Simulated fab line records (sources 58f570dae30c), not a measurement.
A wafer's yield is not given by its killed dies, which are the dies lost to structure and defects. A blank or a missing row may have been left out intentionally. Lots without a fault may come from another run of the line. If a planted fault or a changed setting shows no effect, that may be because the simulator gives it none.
fab line records + flow berkeleyCmos170
record
- lots=5
- wafers=15
- lastDay=12
route steps=331 shown PWELL@51 WELLDRIVE@55
lots that met no fault: taken from a fault-free run of the same line
startH: hours from the record's opening day to when the first of the lot's shown wafers began + waitH: time in hours since the lot's previous step + " identical to the entry in the row above + L1.1+2: one row covering several wafers at once + - no value, or no start was given + * or withheld: withheld + < > ~ a bound
route shown NAME@n: a module of which the file shows steps, and the number in the route of the first + usual: the fault-free wafers' mean and standard deviation + same: alike in all rows + chamber/n: place in a boat + sites: each site's reading + _std_site: standard deviation across them + _edge_site: outer sites' mean less inner sites' + radiusMm: how far each site lies from the wafer's centre + mask NAME#n: copy n + behind: the most recent tool/chamber to have shaped the wafer + hold: reason for holding the lot/hours on hold/outcome of the hold + device: which transistor (n, p or np) failed to switch + end of line: tests of these same wafers at the route's end + step lacking rows: just its recipe + killed: dies lost to structure and defects at the first sort, not the wafer's yield + map: a wafer's dies, marking killed ones x, the rest . and places with no die _
set.NAME: the setting the step ran with; set.NAME@STEP: the setting that earlier step ran with + model.NAME: the simulator's own value behind a step, which no gauge read
certain route steps with their lots: each step a table, each wafer a row
services: from which hour (startH, from the record's first day; less than 0 if before it) a tool's chamber was out of use, for how many hours, and why
## steps
# step UCB170_PWELL_TW_MEAS_17
# usual
- PWELL_TW=376.0/1.6
| lot.wafer | tool         | chamber | startH | waitH | PWELL_TW |
|-----------|--------------|---------|--------|-------|----------|
| L085.1    | filmMetro-03 | -       | 119.21 | 0.1   | 378.5    |
| L085.3    | "            | -       | "      | "     | 376.9    |
| L085.6    | "            | -       | "      | "     | 377.4    |
| L084.1    | filmMetro-01 | -       | 119.42 | 0.1   | 374.7    |
| L084.2    | "            | -       | "      | "     | 374.6    |
| L084.3    | "            | -       | "      | "     | 375.9    |
| L092.3    | filmMetro-01 | -       | 143.32 | 0.1   | 375.7    |
| L092.5    | "            | -       | "      | "     | 378.5    |
| L092.6    | "            | -       | "      | "     | 376.1    |
| L096.1    | filmMetro-01 | -       | 163.24 | 0.1   | 373.0    |
| L096.4    | "            | -       | "      | "     | 376.1    |
| L096.5    | "            | -       | "      | "     | 376.2    |
| L097.2    | filmMetro-04 | -       | 177.40 | 0.1   | 377.0    |
| L097.3    | "            | -       | "      | "     | 373.6    |
| L097.6    | "            | -       | "      | "     | 376.2    |
# step UCB170_PWELL_CLEAN_18
# recipe
- chemistry=SPM
- tempC=120
- timeS=600
| lot.wafer  | tool        | chamber | startH | waitH |
|------------|-------------|---------|--------|-------|
| L084.1+2+3 | wetBench-02 | 0       | 120.22 | 0.8   |
| L085.1+3+6 | wetBench-02 | 1       | 120.22 | 1.0   |
| L092.3+5+6 | wetBench-02 | 2       | 143.42 | 0.1   |
| L096.1+4+5 | wetBench-02 | 2       | 164.28 | 1.0   |
| L097.2+3+6 | wetBench-01 | 0       | 177.45 | 0.0   |
# step UCB170_PWELL_WET_ETCH_19
# recipe
- chemistry=H3PO4
- target=Si3N4
- tempC=160
- timeS=14400
| lot.wafer  | tool        | chamber | startH | waitH |
|------------|-------------|---------|--------|-------|
| L084.1+2+3 | wetBench-02 | 2       | 120.59 | 0.2   |
| L085.1+3+6 | wetBench-02 | 1       | 120.59 | 0.2   |
| L092.3+5+6 | wetBench-04 | 0       | 146.88 | 3.3   |
| L096.1+4+5 | wetBench-02 | 3       | 164.54 | 0.1   |
| L097.2+3+6 | wetBench-02 | 1       | 177.62 | 0.0   |
# step UCB170_PWELL_WET_ETCH_20
# recipe
- chemistry=BOE
- dilution=5:1
- target=SiO2
- tempC=25
- timeS=22
| lot.wafer  | tool        | chamber | startH | waitH |
|------------|-------------|---------|--------|-------|
| L084.1+2+3 | wetBench-04 | 1       | 124.59 | 0.0   |
| L085.1+3+6 | wetBench-04 | 0       | 124.59 | 0.0   |
| L092.3+5+6 | wetBench-04 | 1       | 151.13 | 0.2   |
| L096.1+4+5 | wetBench-02 | 1       | 168.93 | 0.4   |
| L097.2+3+6 | wetBench-02 | 1       | 182.04 | 0.0   |
# step UCB170_WELLDRIVE_CLEAN_00
# recipe
- chemistry=SPM
- tempC=120
- timeS=600
| lot.wafer  | tool        | chamber | startH | waitH |
|------------|-------------|---------|--------|-------|
| L084.1+2+3 | wetBench-04 | 0       | 124.61 | 0.0   |
| L085.1+3+6 | wetBench-04 | 2       | 124.61 | 0.0   |
| L092.3+5+6 | wetBench-04 | 1       | 151.18 | 0.0   |
| L096.1+4+5 | wetBench-02 | 1       | 169.16 | 0.2   |
| L097.2+3+6 | wetBench-01 | 1       | 182.30 | 0.2   |
# step UCB170_WELLDRIVE_OXIDATION_01
# recipe
- tempC=1100
- ambient=O2
- targetThkA=1990
- oxTimeS=9000
| lot.wafer  | tool       | chamber | startH | waitH |
|------------|------------|---------|--------|-------|
| L084.1+2+3 | furnace-04 | 0       | 128.71 | 3.9   |
| L085.1+3+6 | furnace-04 | 0       | 128.71 | 3.9   |
| L092.3+5+6 | furnace-04 | 0       | 154.76 | 3.4   |
| L096.1+4+5 | furnace-04 | 0       | 173.38 | 4.0   |
| L097.2+3+6 | furnace-03 | 0       | 185.56 | 3.1   |
# step UCB170_WELLDRIVE_THK_MEAS_02
# recipe
- reads=SiO2_of_WELLDRIVE_OXIDATION_01
# usual
- WELLDRIVE_OXIDE_THK=201/3.5
| lot.wafer | tool         | chamber | startH | waitH | WELLDRIVE_OXIDE_THK[nm] |
|-----------|--------------|---------|--------|-------|-------------------------|
| L084.1    | filmMetro-02 | -       | 132.21 | 0.0   | 195                     |
| L084.2    | "            | -       | "      | "     | 194                     |
| L084.3    | "            | -       | "      | "     | 198                     |
| L085.1    | filmMetro-04 | -       | 132.27 | 0.1   | 203                     |
| L085.3    | "            | -       | "      | "     | 205                     |
| L085.6    | "            | -       | "      | "     | 204                     |
| L092.3    | filmMetro-01 | -       | 158.34 | 0.1   | 200                     |
| L092.5    | "            | -       | "      | "     | 203                     |
| L092.6    | "            | -       | "      | "     | 204                     |
| L096.1    | filmMetro-02 | -       | 176.88 | 0.0   | 202                     |
| L096.4    | "            | -       | "      | "     | 201                     |
| L096.5    | "            | -       | "      | "     | 201                     |
| L097.2    | filmMetro-01 | -       | 189.07 | 0.0   | 195                     |
| L097.3    | "            | -       | "      | "     | 199                     |
| L097.6    | "            | -       | "      | "     | 195                     |
# step UCB170_WELLDRIVE_ANNEAL_03
# recipe
- tempC=1100
- timeS=900
- ambient=N2
| lot.wafer  | tool       | chamber | startH | waitH |
|------------|------------|---------|--------|-------|
| L084.1+2+3 | furnace-03 | 0       | 134.76 | 2.5   |
| L085.1+3+6 | furnace-03 | 0       | 134.76 | 2.5   |
| L092.3+5+6 | furnace-04 | 0       | 159.61 | 1.3   |
| L096.1+4+5 | furnace-03 | 0       | 179.97 | 3.1   |
| L097.2+3+6 | furnace-03 | 0       | 193.01 | 3.9   |
# step UCB170_WELLDRIVE_WET_ETCH_04
# recipe
- chemistry=BOE
- dilution=5:1
- target=SiO2
- tempC=25
- timeS=120
| lot.wafer  | tool        | chamber | startH | waitH |
|------------|-------------|---------|--------|-------|
| L084.1+2+3 | wetBench-02 | 3       | 136.01 | 0.0   |
| L085.1+3+6 | wetBench-02 | 0       | 136.01 | 0.0   |
| L092.3+5+6 | wetBench-04 | 2       | 162.23 | 1.4   |
| L096.1+4+5 | wetBench-02 | 1       | 182.00 | 0.8   |
| L097.2+3+6 | wetBench-01 | 2       | 194.26 | 0.0   |
## services
| tool       | chamber | startH | hours | kind |
|------------|---------|--------|-------|------|
| furnace-04 | -       | 133.46 | 14.5  | pm   |
| furnace-04 | -       | 147.96 | 4.2   | pm   |
## key
fault none
